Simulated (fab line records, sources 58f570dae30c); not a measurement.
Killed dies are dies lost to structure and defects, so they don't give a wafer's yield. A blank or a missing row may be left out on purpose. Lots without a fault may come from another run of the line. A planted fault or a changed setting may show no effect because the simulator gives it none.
Which tool did it? | flow berkeley_cmos170 | 7 lots, 21 wafers sampled, at 1 step of a route of 331

WHAT THE GAUGES READ, wafer by wafer
UCB170_FIELD_THK_MEAS_02.
lot  | measured    | on            | FIELD_OXIDE_THK (nm)
L369 | day 5 09:08 | film_metro-04 | 565 570 554
L372 | day 5 19:10 | film_metro-01 | 563 567 565
L375 | day 6 00:51 | film_metro-02 | 553 549 555
L378 | day 6 21:02 | film_metro-04 | 568 560 560
L386 | day 8 08:05 | film_metro-01 | 546 548 546
L387 | day 8 22:21 | film_metro-02 | 567 567 560
L390 | day 9 17:33 | film_metro-04 | 549 559 542

WHICH TOOL RAN EACH LOT (tool, then ch and the chambers of the sampled wafers, then the start)
The record holds no process step before these readings.

THE ANSWER, worked out from the rows above alone
Rule: what is usual is taken from the lots themselves. Put in order of their means at a reading, lots are off if they are a third of the lots or fewer, leave a main group of 4 or more, and stand apart from it by a gap of 3 or more times the standard deviation of the main group's means; of several such gaps the widest counts. A main group whose means are all the same, to the digits that the tables above print for the reading, isn't used. A lot without any number at a reading at which 4 lots or more have one is off too. The other lots that the step has rows for count as sound.
No lot is off at any reading shown: from this, nothing can be told.

WHAT THE SIMULATOR HAD PUT IN
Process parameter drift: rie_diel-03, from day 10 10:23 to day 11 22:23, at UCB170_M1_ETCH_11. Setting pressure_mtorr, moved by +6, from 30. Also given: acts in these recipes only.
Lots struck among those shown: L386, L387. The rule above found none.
